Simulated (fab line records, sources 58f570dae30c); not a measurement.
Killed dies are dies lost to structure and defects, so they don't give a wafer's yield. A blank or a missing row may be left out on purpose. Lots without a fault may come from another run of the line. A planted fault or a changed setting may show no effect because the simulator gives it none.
fab line records | flow berkeley_cmos170
record lots=5 wafers=15 last_day=13
route steps=331 shown NSD@191 BACKSIDE@199 SDANNEAL@204 PSD@206 PLDD@208 NLDD@209 SILICIDE@210 CONTACT@216
lots that met no fault: from a run of the same line without faults
start_h: hours from the record's first day to the start of the lot's first wafer shown | wait_h: hours since the lot's step before | " the same as in the row above | L1.1+2: a row that stands for several wafers | - no value, or no start given | * or withheld: withheld | < > ~ a bound
route shown NAME@n: a module of which the file shows steps, and the number in the route of the first | usual: mean/standard deviation of fault-free wafers | same: alike in all rows | chamber/n: place in a boat | sites: the reading at each site | _std_site: their standard deviation | _edge_site: outer sites' mean less inner sites' | radius_mm: how far each site lies from the wafer's centre | mask NAME#n: copy n | behind: the tool/chamber that last shaped the wafer | hold: why the lot was held/for how many hours/how that ended | device: the transistor (n, p or np) that didn't switch | end of line: the same wafers' tests at the end of the route | a step without rows: its recipe alone | killed: dies lost to structure and defects at the first sort, not the wafer's yield | map: a wafer's dies, x killed, . not, _ none there
set.NAME: the setting as run; set.NAME@STEP: as run at that earlier step | model.NAME: the simulator's own value behind a step, which no gauge read
lots at some steps of the route; a table a step, a row a wafer
services: from which hour (start_h, from the record's first day; less than 0 if before it) a tool's chamber was out of use, for how many hours, and why
## steps
# step UCB170_NSD_PEB_04
# recipe peb_temp_c=130 peb_time_s=withheld resist=KrF
# usual chill_plate_temp_C=23.01/0.1
# columns lot.wafer tool chamber start_h wait_h chill_plate_temp_C
L078.1 litho_track-01 0 171.76 0.7 22.99
L078.5 " 0 " " 22.96
L078.6 " 0 " " 22.97
L081.3 litho_track-01 0 205.46 0.1 22.94
L081.4 " 0 " " 23.03
L081.6 " 0 " " 22.77
L085.3 litho_track-02 0 221.02 0.7 22.92
L085.4 " 0 " " 23.02
L085.6 " 0 " " 22.81
L091.2 litho_track-02 0 264.48 0.2 22.98
L091.3 " 0 " " 23.06
L091.4 " 0 " " 23.11
L097.1 litho_track-02 0 282.13 0.3 23.02
L097.3 " 0 " " 23.02
L097.5 " 0 " " 23.17
# step UCB170_NSD_DEVELOP_05
# recipe developer=TMAH develop_time_s=45 resist=KrF dev_temp_c=21
# usual chill_plate_temp_C=23.04/0.1
# columns lot.wafer tool chamber start_h wait_h chill_plate_temp_C
L078.1 litho_track-01 0 - - 23.03
L078.5 " 0 " " 23.06
L078.6 " 0 " " 22.95
L081.3 litho_track-01 0 - - 23.07
L081.4 " 0 " " 23.13
L081.6 " 0 " " 22.98
L085.3 litho_track-02 0 - - 22.93
L085.4 " 0 " " 22.95
L085.6 " 0 " " 22.85
L091.2 litho_track-02 0 - - 23.20
L091.3 " 0 " " 23.01
L091.4 " 0 " " 23.06
L097.1 litho_track-02 0 - - 23.10
L097.3 " 0 " " 23.06
L097.5 " 0 " " 23.08
# step UCB170_NSD_CD_MEAS_06
# recipe target_cd_nm=1200
# usual cd_nm=1199.6/1.5
# columns lot.wafer tool chamber start_h wait_h cd_nm
L078.1 cd_sem-01 - 172.04 - 1200.8
L078.5 " - " " 1200.7
L078.6 " - " " 1201.1
L081.3 cd_sem-01 - 205.72 - 1200.2
L081.4 " - " " 1201.0
L081.6 " - " " 1200.8
L085.3 cd_sem-01 - 221.28 - 1199.7
L085.4 " - " " 1200.3
L085.6 " - " " 1198.8
L091.2 cd_sem-02 - 264.76 - 1198.9
L091.3 " - " " 1197.8
L091.4 " - " " 1198.7
L097.1 cd_sem-01 - 282.41 - 1199.5
L097.3 " - " " 1199.7
L097.5 " - " " 1200.4
# step UCB170_NSD_OVL_MEAS_07
# usual NSD_OVL=0/5.4
# columns lot.wafer tool chamber start_h wait_h NSD_OVL[nm]
L078.1 overlay-02 - 172.16 0.1 -3
L078.5 " - " " -2
L078.6 " - " " -1
L081.3 overlay-01 - 205.81 0.1 0
L081.4 " - " " 2
L081.6 " - " " 3
L085.3 overlay-02 - 221.37 0.1 1
L085.4 " - " " -3
L085.6 " - " " 5
L091.2 overlay-01 - 264.87 0.1 -1
L091.3 " - " " -2
L091.4 " - " " -8
L097.1 overlay-01 - 282.53 0.1 6
L097.3 " - " " 1
L097.5 " - " " 6
# step UCB170_NSD_IMPLANT_08
# recipe species=P dose_cm2=3e+15 energy_kev=40 tilt_deg=7
# usual faraday_current_uA=9261/180
# columns lot.wafer tool chamber start_h wait_h faraday_current_uA
L078.1 implanter-03 0 172.19 0.0 9062
L078.5 " 0 " " 8688
L078.6 " 0 " " 9281
L081.3 implanter-03 0 205.89 0.1 9219
L081.4 " 0 " " 9412
L081.6 " 0 " " 8870
L085.3 implanter-03 0 221.45 0.1 9113
L085.4 " 0 " " 9041
L085.6 " 0 " " 9428
L091.2 implanter-03 0 264.92 0.0 9267
L091.3 " 0 " " 9401
L091.4 " 0 " " 9178
L097.1 implanter-04 0 282.56 0.0 9515
L097.3 " 0 " " 9073
L097.5 " 0 " " 9334
# step UCB170_NSD_STRIP_09
# recipe chemistry=O2 power_w=400 pressure_mtorr=3500 platen_temp_c=withheld o2_flow_sccm=400 overash_fraction=0.5
# usual drypump_motor_current_A=5.3/0.38 oes_product_au=0.534/0.0048 strip_time_to_endpoint_s=35.84/0.081
# columns lot.wafer tool chamber start_h wait_h drypump_motor_current_A oes_product_au rf_hours_counter_h strip_time_to_endpoint_s
L078.1 plasma_asher-02 0 172.34 0.1 5.5 0.532 44 35.80
L078.5 " 0 " " 5.5 0.529 - 35.87
L078.6 " 1 " " 5.0 0.530 - 35.77
L081.3 plasma_asher-03 0 206.02 0.1 4.9 0.521 - 35.72
L081.4 " 1 " " 5.8 0.535 - 35.73
L081.6 " 1 " " 5.7 0.536 - 35.77
L085.3 plasma_asher-02 0 221.58 0.1 5.5 0.527 - 35.86
L085.4 " 1 " " 5.0 0.539 - 35.79
L085.6 " 0 " " 5.5 0.530 - 35.79
L091.2 plasma_asher-02 1 265.05 0.1 5.0 0.541 54 35.73
L091.3 " 1 " " 5.0 0.529 - 35.82
L091.4 " 0 " " 5.5 0.534 - 35.75
L097.1 plasma_asher-03 1 282.71 0.1 5.8 0.532 50 35.86
L097.3 " 0 " " 4.9 0.535 - 35.89
L097.5 " 0 " " 5.0 0.529 - 35.85
# step UCB170_NSD_TW_MEAS_10
# usual NSD_TW=4220/33
# columns lot.wafer tool chamber start_h wait_h NSD_TW
L078.1 film_metro-03 - 172.44 0.1 4171
L078.5 " - " " 4196
L078.6 " - " " 4198
L081.3 film_metro-01 - 206.11 0.1 4256
L081.4 " - " " 4264
L081.6 " - " " 4266
L085.3 film_metro-03 - 221.67 0.1 4212
L085.4 " - " " 4213
L085.6 " - " " 4199
L091.2 film_metro-03 - 265.16 0.1 4226
L091.3 " - " " 4210
L091.4 " - " " 4217
L097.1 film_metro-04 - 282.81 0.1 4194
L097.3 " - " " 4170
L097.5 " - " " 4163
# step UCB170_NSD_CLEAN_11
# recipe chemistry=SPM temp_c=120 time_s=600
# columns lot.wafer tool chamber start_h wait_h
L078.1+5+6 wet_bench-01 2 172.50 0.1
L081.3+4+6 wet_bench-02 0 206.15 0.0
L085.3+4+6 wet_bench-04 1 221.71 0.0
L091.2+3+4 wet_bench-01 0 265.21 0.0
L097.1+3+5 wet_bench-04 2 282.87 0.1
# step UCB170_BACKSIDE_HMDS_00
# recipe prime_time_s=60 prime_temp_c=100
# usual chill_plate_temp_C=22.98/0.12
# columns lot.wafer tool chamber start_h wait_h chill_plate_temp_C
L078.1 litho_track-03 0 172.69 0.0 22.99
L078.5 " 0 " " 23.03
L078.6 " 0 " " 23.11
L081.3 litho_track-03 0 206.37 0.1 23.01
L081.4 " 0 " " 22.92
L081.6 " 0 " " 22.89
L085.3 litho_track-03 0 222.01 0.1 23.08
L085.4 " 0 " " 22.88
L085.6 " 0 " " 22.81
L091.2 litho_track-04 0 265.84 0.5 23.15
L091.3 " 0 " " 23.02
L091.4 " 0 " " 23.02
L097.1 litho_track-04 0 283.43 0.4 22.89
L097.3 " 0 " " 22.98
L097.5 " 0 " " 23.18
# step UCB170_BACKSIDE_COAT_01
# recipe resist=KrF spin_rpm=1500 resist_thk_nm=900
# usual chill_plate_temp_C=23.00/0.12
# columns lot.wafer tool chamber start_h wait_h chill_plate_temp_C
L078.1 litho_track-03 0 172.84 0.1 23.12
L078.5 " 0 " " 23.17
L078.6 " 0 " " 23.15
L081.3 litho_track-03 0 206.52 0.1 22.79
L081.4 " 0 " " 22.96
L081.6 " 0 " " 22.83
L085.3 litho_track-03 0 222.16 0.1 23.11
L085.4 " 0 " " 23.04
L085.6 " 0 " " 22.97
L091.2 litho_track-04 0 265.99 0.1 22.96
L091.3 " 0 " " 23.02
L091.4 " 0 " " 22.89
L097.1 litho_track-04 0 283.58 0.1 23.11
L097.3 " 0 " " 23.10
L097.5 " 0 " " 22.93
# step UCB170_BACKSIDE_SOFTBAKE_02
# recipe resist=KrF temp_c=130 time_s=60
# usual chill_plate_temp_C=23.00/0.1
# columns lot.wafer tool chamber start_h wait_h chill_plate_temp_C
L078.1 litho_track-03 0 172.99 0.1 23.16
L078.5 " 0 " " 23.21
L078.6 " 0 " " 23.21
L081.3 litho_track-03 0 206.67 0.1 23.02
L081.4 " 0 " " 22.93
L081.6 " 0 " " 22.77
L085.3 litho_track-03 0 222.31 0.1 23.09
L085.4 " 0 " " 23.22
L085.6 " 0 " " 23.16
L091.2 litho_track-04 0 266.14 0.1 22.96
L091.3 " 0 " " 22.91
L091.4 " 0 " " 23.05
L097.1 litho_track-04 0 283.73 0.1 22.97
L097.3 " 0 " " 22.92
L097.5 " 0 " " 22.96
# step UCB170_BACKSIDE_STRIP_03
# recipe chemistry=O2 power_w=400 pressure_mtorr=3500 platen_temp_c=withheld o2_flow_sccm=400 overash_fraction=0.5
# usual drypump_motor_current_A=5.5/0.43 oes_product_au=0.735/0.0045 strip_time_to_endpoint_s=22.00/0.07
# columns lot.wafer tool chamber start_h wait_h drypump_motor_current_A oes_product_au rf_hours_counter_h strip_time_to_endpoint_s
L078.1 plasma_asher-02 1 173.14 0.1 5.0 0.732 44 21.91
L078.5 " 1 " " 5.0 0.742 - 21.95
L078.6 " 0 " " 5.5 0.737 - 21.96
L081.3 plasma_asher-04 0 206.81 0.1 5.1 0.736 - 22.06
L081.4 " 1 " " 5.9 0.735 - 22.05
L081.6 " 0 " " 5.1 0.732 - 22.02
L085.3 plasma_asher-04 0 222.44 0.1 5.1 0.738 - 22.06
L085.4 " 1 " " 6.0 0.746 - 22.05
L085.6 " 0 " " 5.1 0.735 - 21.99
L091.2 plasma_asher-02 1 266.26 0.1 5.0 0.738 54 22.07
L091.3 " 1 " " 5.0 0.738 - 21.98
L091.4 " 0 " " 5.5 0.740 - 22.02
L097.1 plasma_asher-01 1 283.88 0.1 5.6 0.727 19 21.99
L097.3 " 0 " " 6.2 0.735 - 22.03
L097.5 " 1 " " 5.6 0.733 - 22.00
# step UCB170_BACKSIDE_CLEAN_04
# recipe chemistry=SPM temp_c=120 time_s=600
# columns lot.wafer tool chamber start_h wait_h
L078.1+5+6 wet_bench-03 1 173.24 0.1
L081.3+4+6 wet_bench-01 2 206.87 0.0
L085.3+4+6 wet_bench-03 0 222.51 0.0
L091.2+3+4 wet_bench-03 1 266.36 0.1
L097.1+3+5 wet_bench-02 0 284.05 0.1
# step UCB170_SDANNEAL_RTA_00
# recipe temp_c=900 time_s=10 ambient=N2
# usual lamp_power_pct=25.6/0.79 wafer_temp_C_max=903.4/0.95
# columns lot.wafer tool chamber start_h wait_h lamp_power_pct wafer_temp_C_max
L078.1 rtp_anneal-02 0 173.42 0.0 24.8 903.6
L078.5 " 0 " " 24.8 904.6
L078.6 " 0 " " 24.8 904.2
L081.3 rtp_anneal-02 0 207.07 0.0 24.9 905.3
L081.4 " 0 " " 24.8 904.1
L081.6 " 0 " " 24.9 903.5
L085.3 rtp_anneal-01 0 222.71 0.0 26.4 903.4
L085.4 " 0 " " 26.4 902.0
L085.6 " 0 " " 26.4 902.2
L091.2 rtp_anneal-02 0 266.55 0.0 24.8 903.6
L091.3 " 0 " " 24.8 902.7
L091.4 " 0 " " 24.8 904.3
L097.1 rtp_anneal-02 0 284.22 0.0 24.8 903.7
L097.3 " 0 " " 24.8 904.1
L097.5 " 0 " " 24.8 904.1
# step UCB170_SDANNEAL_RTA_01
# recipe temp_c=1050 time_s=5 ambient=N2
# usual lamp_power_pct=39.6/1.2 wafer_temp_C_max=1053.8/0.88
# columns lot.wafer tool chamber start_h wait_h lamp_power_pct wafer_temp_C_max
L078.1 rtp_anneal-02 0 173.48 0.1 38.3 1053.8
L078.5 " 0 " " 38.3 1054.7
L078.6 " 0 " " 38.3 1054.6
L081.3 rtp_anneal-02 0 207.13 0.1 38.4 1054.0
L081.4 " 0 " " 38.3 1055.1
L081.6 " 0 " " 38.4 1054.7
L085.3 rtp_anneal-01 0 222.77 0.1 40.8 1053.0
L085.4 " 0 " " 40.8 1053.7
L085.6 " 0 " " 40.7 1053.3
L091.2 rtp_anneal-02 0 266.61 0.1 38.3 1054.8
L091.3 " 0 " " 38.3 1055.0
L091.4 " 0 " " 38.3 1055.6
L097.1 rtp_anneal-02 0 284.29 0.1 38.3 1054.0
L097.3 " 0 " " 38.4 1054.4
L097.5 " 0 " " 38.4 1053.3
# step UCB170_SDANNEAL_RS_MEAS_02
# recipe thk_meas_gauge=four-point-probe
# usual PSD_RS=75.6/0.33
# columns lot.wafer tool chamber start_h wait_h PSD_RS[ohm/sq]
L078.1 film_metro-03 - 173.54 0.0 75.7
L078.5 " - " " 75.5
L078.6 " - " " 75.9
L081.3 film_metro-03 - 207.21 0.1 75.2
L081.4 " - " " 75.5
L081.6 " - " " 75.4
L085.3 film_metro-03 - 222.85 0.1 75.2
L085.4 " - " " 74.8
L085.6 " - " " 75.1
L091.2 film_metro-03 - 266.68 0.1 76.0
L091.3 " - " " 75.8
L091.4 " - " " 75.8
L097.1 film_metro-01 - 284.35 0.0 75.8
L097.3 " - " " 75.5
L097.5 " - " " 75.9
# step UCB170_SDANNEAL_RS_MEAS_03
# recipe thk_meas_gauge=four-point-probe
# usual NSD_RS=37.28/0.081
# columns lot.wafer tool chamber start_h wait_h NSD_RS[ohm/sq]
L078.1 film_metro-03 - 173.66 0.1 37.34
L078.5 " - " " 37.29
L078.6 " - " " 37.35
L081.3 film_metro-03 - 207.33 0.1 37.26
L081.4 " - " " 37.35
L081.6 " - " " 37.26
L085.3 film_metro-03 - 222.97 0.1 37.28
L085.4 " - " " 37.26
L085.6 " - " " 37.26
L091.2 film_metro-03 - 266.80 0.1 37.37
L091.3 " - " " 37.29
L091.4 " - " " 37.24
L097.1 film_metro-01 - 284.47 0.1 37.18
L097.3 " - " " 37.32
L097.5 " - " " 37.23
# step UCB170_SDANNEAL_RS_MEAS_04
# recipe thk_meas_gauge=four-point-probe
# usual PLDD_RS=1032.1/2.7
# columns lot.wafer tool chamber start_h wait_h PLDD_RS[ohm/sq]
L078.1 film_metro-03 - 173.78 0.1 1028.9
L078.5 " - " " 1027.8
L078.6 " - " " 1030.0
L081.3 film_metro-03 - 207.45 0.1 1033.9
L081.4 " - " " 1033.7
L081.6 " - " " 1031.9
L085.3 film_metro-03 - 223.09 0.1 1030.0
L085.4 " - " " 1028.7
L085.6 " - " " 1032.0
L091.2 film_metro-03 - 266.92 0.1 1028.1
L091.3 " - " " 1032.6
L091.4 " - " " 1027.5
L097.1 film_metro-01 - 284.59 0.1 1032.6
L097.3 " - " " 1029.6
L097.5 " - " " 1033.0
# step UCB170_SDANNEAL_RS_MEAS_05
# recipe thk_meas_gauge=four-point-probe
# usual NLDD_RS=616.1/1.6
# columns lot.wafer tool chamber start_h wait_h NLDD_RS[ohm/sq]
L078.1 film_metro-03 - 173.90 0.1 614.6
L078.5 " - " " 615.7
L078.6 " - " " 617.0
L081.3 film_metro-03 - 207.57 0.1 616.8
L081.4 " - " " 615.6
L081.6 " - " " 614.7
L085.3 film_metro-03 - 223.21 0.1 614.4
L085.4 " - " " 613.3
L085.6 " - " " 612.4
L091.2 film_metro-03 - 267.04 0.1 614.0
L091.3 " - " " 612.6
L091.4 " - " " 616.3
L097.1 film_metro-01 - 284.71 0.1 617.9
L097.3 " - " " 617.5
L097.5 " - " " 617.5
# step UCB170_SILICIDE_PRE_CLEAN_00
# recipe gas=Ar preclean_etch_time_s=60
# columns lot.wafer tool chamber start_h wait_h
L078.1+5+6 pvd_sputter-02 - 174.02 0.1
L081.3+4+6 pvd_sputter-01 - 207.65 0.1
L085.3+4+6 pvd_sputter-01 - 223.29 0.1
L091.2+3+4 pvd_sputter-03 - 267.14 0.1
L097.1+3+5 pvd_sputter-01 - 284.83 0.1
# step UCB170_SILICIDE_SPUTTER_01
# recipe material=Ti target_thk_nm=30 time_s=25 power_w=1500 chamber_pressure_pa=0.5
# usual throttle_valve_pct=29.4/1.1
# columns lot.wafer tool chamber start_h wait_h throttle_valve_pct
L078.1 pvd_sputter-02 - 174.09 0.0 29.2
L078.5 " - " " 29.5
L078.6 " - " " 29.1
L081.3 pvd_sputter-01 - 207.72 0.0 30.1
L081.4 " - " " 30.8
L081.6 " - " " 30.5
L085.3 pvd_sputter-01 - 223.35 0.0 30.7
L085.4 " - " " 27.5
L085.6 " - " " 27.8
L091.2 pvd_sputter-03 - 267.21 0.0 31.1
L091.3 " - " " 29.9
L091.4 " - " " 29.4
L097.1 pvd_sputter-01 - 284.89 0.0 30.7
L097.3 " - " " 28.7
L097.5 " - " " 28.9
# step UCB170_SILICIDE_RS_MEAS_02
# recipe thk_meas_gauge=four-point-probe reads=Ti_of_SILICIDE_SPUTTER_01
# usual SILICIDE_TI_RS=26.2/0.37
# columns lot.wafer tool chamber start_h wait_h SILICIDE_TI_RS[ohm/sq]
L078.1 film_metro-02 - 174.12 0.0 25.9
L078.5 " - " " 25.9
L078.6 " - " " 25.8
L081.3 film_metro-02 - 207.79 0.1 26.5
L081.4 " - " " 26.9
L081.6 " - " " 27.0
L085.3 film_metro-04 - 223.43 0.1 26.5
L085.4 " - " " 26.5
L085.6 " - " " 26.5
L091.2 film_metro-01 - 267.26 0.0 26.1
L091.3 " - " " 26.3
L091.4 " - " " 26.2
L097.1 film_metro-01 - 284.92 0.0 26.0
L097.3 " - " " 26.2
L097.5 " - " " 26.2
# step UCB170_SILICIDE_THK_MEAS_03
# recipe thk_meas_gauge=xrf reads=Ti_of_SILICIDE_SPUTTER_01
# usual SILICIDE_TI_THK=29.3/0.38
# columns lot.wafer tool chamber start_h wait_h SILICIDE_TI_THK[nm]
L078.1 film_metro-02 - 174.24 0.1 29.6
L078.5 " - " " 29.3
L078.6 " - " " 29.5
L081.3 film_metro-02 - 207.89 0.1 28.8
L081.4 " - " " 28.5
L081.6 " - " " 28.4
L085.3 film_metro-04 - 223.53 0.1 28.9
L085.4 " - " " 28.8
L085.6 " - " " 28.9
L091.2 film_metro-01 - 267.37 0.1 29.5
L091.3 " - " " 29.2
L091.4 " - " " 29.4
L097.1 film_metro-01 - 285.04 0.1 29.5
L097.3 " - " " 29.3
L097.5 " - " " 29.3
# step UCB170_SILICIDE_RTA_04
# recipe temp_c=650 time_s=15 ambient=N2
# usual lamp_power_pct=11.0/0.34 wafer_temp_C_max=652.5/0.64
# columns lot.wafer tool chamber start_h wait_h lamp_power_pct wafer_temp_C_max
L078.1 rtp_anneal-02 0 174.30 0.1 10.6 652.3
L078.5 " 0 " " 10.6 652.8
L078.6 " 0 " " 10.6 653.2
L081.3 rtp_anneal-02 0 207.95 0.1 10.6 653.3
L081.4 " 0 " " 10.6 653.7
L081.6 " 0 " " 10.7 651.9
L085.3 rtp_anneal-02 0 223.59 0.1 10.6 651.9
L085.4 " 0 " " 10.6 652.3
L085.6 " 0 " " 10.7 652.6
L091.2 rtp_anneal-02 0 267.43 0.1 10.6 653.6
L091.3 " 0 " " 10.6 653.0
L091.4 " 0 " " 10.6 653.1
L097.1 rtp_anneal-01 0 285.10 0.1 11.3 652.2
L097.3 " 0 " " 11.3 651.7
L097.5 " 0 " " 11.3 652.1
# step UCB170_SILICIDE_WET_ETCH_05
# recipe chemistry=SPM time_s=45 temp_c=120 target=Ti
# columns lot.wafer tool chamber start_h wait_h
L078.1+5+6 wet_bench-04 1 174.37 0.1
L081.3+4+6 wet_bench-03 1 208.00 0.0
L085.3+4+6 wet_bench-02 2 223.64 0.0
L091.2+3+4 wet_bench-02 1 267.49 0.1
L097.1+3+5 wet_bench-02 0 285.18 0.1
# step UCB170_CONTACT_CLEAN_00
# recipe chemistry=SPM temp_c=120 time_s=600
# columns lot.wafer tool chamber start_h wait_h
L078.1+5+6 wet_bench-02 1 174.40 0.0
L081.3+4+6 wet_bench-04 0 208.03 0.0
L085.3+4+6 wet_bench-02 3 223.66 0.0
L091.2+3+4 wet_bench-02 1 267.52 0.0
L097.1+3+5 wet_bench-02 3 285.20 0.0
# step UCB170_CONTACT_CVD_01
# recipe material=PSG target_thk_nm=700 temp_c=450 precursor=SiH4/O2/PH3 time_s=2820 pressure_mtorr=300 sih4_flow_sccm=60 o2_flow_sccm=90 ph3_flow_sccm=25
# usual zone_power_source_pct=7.1/0.42
# columns lot.wafer tool chamber start_h wait_h zone_power_source_pct
L078.1 lpcvd-02 0 175.07 0.5 7.7
L078.5 " 0 " " 7.8
L078.6 " 0 " " 7.4
L081.3 lpcvd-02 0 208.28 0.1 7.6
L081.4 " 0 " " 7.5
L081.6 " 0 " " 7.5
L085.3 lpcvd-01 0 223.84 0.0 6.8
L085.4 " 0 " " 6.8
L085.6 " 0 " " 6.8
L091.2 lpcvd-01 0 269.02 1.3 6.7
L091.3 " 0 " " 6.8
L091.4 " 0 " " 6.8
L097.1 lpcvd-02 0 286.38 1.0 7.6
L097.3 " 0 " " 7.5
L097.5 " 0 " " 7.6
# step UCB170_CONTACT_THK_MEAS_02
# recipe reads=PSG_of_CONTACT_CVD_01
# usual CONTACT_PSG_THK=699/7.5
# columns lot.wafer tool chamber start_h wait_h CONTACT_PSG_THK[nm]
L078.1 film_metro-03 - 176.85 0.0 707
L078.5 " - " " 710
L078.6 " - " " 708
L081.3 film_metro-02 - 210.08 0.0 703
L081.4 " - " " 706
L081.6 " - " " 700
L085.3 film_metro-01 - 225.64 0.0 697
L085.4 " - " " 688
L085.6 " - " " 698
L091.2 film_metro-02 - 270.82 0.0 699
L091.3 " - " " 705
L091.4 " - " " 704
L097.1 film_metro-02 - 288.16 0.0 717
L097.3 " - " " 716
L097.5 " - " " 714
# step UCB170_CONTACT_HMDS_03
# recipe prime_time_s=60 prime_temp_c=100
# usual chill_plate_temp_C=22.96/0.11
# columns lot.wafer tool chamber start_h wait_h chill_plate_temp_C
L078.1 litho_track-01 0 176.91 0.1 22.93
L078.5 " 0 " " 22.97
L078.6 " 0 " " 22.93
L081.3 litho_track-02 0 210.17 0.1 22.93
L081.4 " 0 " " 23.01
L081.6 " 0 " " 23.10
L085.3 litho_track-01 0 225.94 0.3 22.78
L085.4 " 0 " " 22.73
L085.6 " 0 " " 22.71
L091.2 litho_track-02 0 270.89 0.1 22.98
L091.3 " 0 " " 23.07
L091.4 " 0 " " 22.88
L097.1 litho_track-01 0 288.22 0.1 22.88
L097.3 " 0 " " 22.85
L097.5 " 0 " " 23.09
# step UCB170_CONTACT_COAT_04
# recipe resist=KrF spin_rpm=1500 resist_thk_nm=900
# usual chill_plate_temp_C=23.01/0.11
# columns lot.wafer tool chamber start_h wait_h chill_plate_temp_C
L078.1 litho_track-01 0 177.06 0.1 23.08
L078.5 " 0 " " 22.95
L078.6 " 0 " " 23.06
L081.3 litho_track-02 0 210.32 0.1 23.21
L081.4 " 0 " " 23.09
L081.6 " 0 " " 22.97
L085.3 litho_track-01 0 226.09 0.1 22.96
L085.4 " 0 " " 23.21
L085.6 " 0 " " 23.32
L091.2 litho_track-02 0 271.04 0.1 22.96
L091.3 " 0 " " 22.95
L091.4 " 0 " " 22.88
L097.1 litho_track-01 0 288.37 0.1 22.91
L097.3 " 0 " " 22.93
L097.5 " 0 " " 22.84
# step UCB170_CONTACT_SOFTBAKE_05
# recipe resist=KrF temp_c=130 time_s=60
# usual chill_plate_temp_C=23.00/0.11
# columns lot.wafer tool chamber start_h wait_h chill_plate_temp_C
L078.1 litho_track-01 0 177.21 0.1 23.04
L078.5 " 0 " " 22.98
L078.6 " 0 " " 22.91
L081.3 litho_track-02 0 210.47 0.1 23.08
L081.4 " 0 " " 23.14
L081.6 " 0 " " 23.16
L085.3 litho_track-01 0 226.24 0.1 22.95
L085.4 " 0 " " 22.87
L085.6 " 0 " " 23.06
L091.2 litho_track-02 0 271.19 0.1 22.91
L091.3 " 0 " " 23.01
L091.4 " 0 " " 22.88
L097.1 litho_track-01 0 288.52 0.1 22.94
L097.3 " 0 " " 23.01
L097.5 " 0 " " 22.97
# step UCB170_CONTACT_STRIP_06
# recipe chemistry=O2 power_w=400 pressure_mtorr=3500 platen_temp_c=withheld o2_flow_sccm=400 overash_fraction=0.5
# usual drypump_motor_current_A=5.5/0.45 oes_product_au=0.735/0.0046 strip_time_to_endpoint_s=22.01/0.079
# columns lot.wafer tool chamber start_h wait_h drypump_motor_current_A oes_product_au rf_hours_counter_h strip_time_to_endpoint_s
L078.1 plasma_asher-04 0 177.36 0.1 5.1 0.737 43 22.11
L078.5 " 1 " " 5.9 0.733 - 22.02
L078.6 " 0 " " 5.1 0.738 - 22.00
L081.3 plasma_asher-01 0 210.60 0.1 6.2 0.735 - 21.98
L081.4 " 1 " " 5.6 0.736 - 21.95
L081.6 " 0 " " 6.2 0.736 - 21.97
L085.3 plasma_asher-03 0 226.37 0.1 4.9 0.731 - 22.07
L085.4 " 1 " " 5.8 0.741 - 22.09
L085.6 " 1 " " 5.8 0.739 - 22.12
L091.2 plasma_asher-04 1 271.32 0.1 6.0 0.730 53 21.94
L091.3 " 1 " " 6.0 0.740 - 21.98
L091.4 " 0 " " 5.1 0.735 - 21.92
L097.1 plasma_asher-03 0 288.67 0.1 4.9 0.730 51 22.04
L097.3 " 1 " " 5.8 0.732 - 22.03
L097.5 " 1 " " 5.7 0.729 - 21.98
# step UCB170_CONTACT_CLEAN_07
# recipe chemistry=SPM temp_c=120 time_s=600
# columns lot.wafer tool chamber start_h wait_h
L078.1+5+6 wet_bench-02 2 177.46 0.1
L081.3+4+6 wet_bench-04 3 210.67 0.0
L085.3+4+6 wet_bench-02 2 226.46 0.1
L091.2+3+4 wet_bench-02 1 271.42 0.1
L097.1+3+5 wet_bench-03 0 288.77 0.1
# step UCB170_CONTACT_RTA_08
# recipe temp_c=900 time_s=10 ambient=N2
# usual lamp_power_pct=25.4/0.77 wafer_temp_C_max=903.6/0.96
# columns lot.wafer tool chamber start_h wait_h lamp_power_pct wafer_temp_C_max
L078.1 rtp_anneal-02 0 177.64 0.0 24.8 903.5
L078.5 " 0 " " 24.9 904.9
L078.6 " 0 " " 24.8 904.9
L081.3 rtp_anneal-02 0 210.87 0.0 24.8 903.4
L081.4 " 0 " " 24.9 903.1
L081.6 " 0 " " 24.8 903.8
L085.3 rtp_anneal-01 0 226.66 0.0 26.4 903.0
L085.4 " 0 " " 26.4 902.8
L085.6 " 0 " " 26.5 902.5
L091.2 rtp_anneal-02 0 271.60 0.0 24.8 904.5
L091.3 " 0 " " 24.9 902.3
L091.4 " 0 " " 24.8 904.2
L097.1 rtp_anneal-02 0 288.96 0.0 24.9 903.3
L097.3 " 0 " " 24.8 904.7
L097.5 " 0 " " 24.8 904.0
# step UCB170_CONTACT_COAT_09
# recipe resist=BARC temp_c=withheld time_s=withheld spin_rpm=3000 resist_thk_nm=withheld
# usual chill_plate_temp_C=*
# columns lot.wafer tool chamber start_h wait_h chill_plate_temp_C
L078.1 litho_track-04 0 178.08 0.4 *
L078.5 " 0 " " *
L078.6 " 0 " " *
L081.3 litho_track-01 0 210.96 0.1 *
L081.4 " 0 " " *
L081.6 " 0 " " *
L085.3 litho_track-02 0 226.85 0.2 *
L085.4 " 0 " " *
L085.6 " 0 " " *
L091.2 litho_track-01 0 271.68 0.1 *
L091.3 " 0 " " *
L091.4 " 0 " " *
L097.1 litho_track-01 0 289.13 0.2 *
L097.3 " 0 " " *
L097.5 " 0 " " *
# step UCB170_CONTACT_COAT_10
# recipe resist=KrF spin_rpm=1500 resist_thk_nm=900
# usual chill_plate_temp_C=23.01/0.1
# columns lot.wafer tool chamber start_h wait_h chill_plate_temp_C
L078.1 litho_track-04 0 - - 23.05
L078.5 " 0 " " 23.12
L078.6 " 0 " " 23.07
L081.3 litho_track-01 0 - - 23.15
L081.4 " 0 " " 23.01
L081.6 " 0 " " 22.92
L085.3 litho_track-02 0 - - 23.07
L085.4 " 0 " " 22.96
L085.6 " 0 " " 23.02
L091.2 litho_track-01 0 - - 23.02
L091.3 " 0 " " 23.04
L091.4 " 0 " " 22.90
L097.1 litho_track-01 0 - - 23.05
L097.3 " 0 " " 23.01
L097.5 " 0 " " 22.90
# step UCB170_CONTACT_SOFTBAKE_11
# recipe resist=KrF temp_c=130 time_s=60
# usual chill_plate_temp_C=22.99/0.11
# columns lot.wafer tool chamber start_h wait_h chill_plate_temp_C
L078.1 litho_track-04 0 - - 22.96
L078.5 " 0 " " 23.05
L078.6 " 0 " " 23.00
L081.3 litho_track-01 0 - - 22.98
L081.4 " 0 " " 22.95
L081.6 " 0 " " 23.07
L085.3 litho_track-02 0 - - 23.05
L085.4 " 0 " " 22.95
L085.6 " 0 " " 22.94
L091.2 litho_track-01 0 - - 23.11
L091.3 " 0 " " 22.93
L091.4 " 0 " " 23.21
L097.1 litho_track-01 0 - - 22.99
L097.3 " 0 " " 23.11
L097.5 " 0 " " 22.95
## services
# columns tool chamber start_h hours kind
rtp_anneal-01 - 158.62 4.5 pm
plasma_asher-01 - 168.48 2.8 pm
pvd_sputter-02 - 168.60 2.0 repair
lpcvd-01 - 177.79 0.7 repair
implanter-04 - 186.80 3.3 repair
implanter-03 - 209.85 1.9 repair
plasma_asher-02 - 237.96 3.0 repair
lpcvd-01 - 249.47 2.8 pm
implanter-04 - 282.89 1.3 repair
## key
fault none
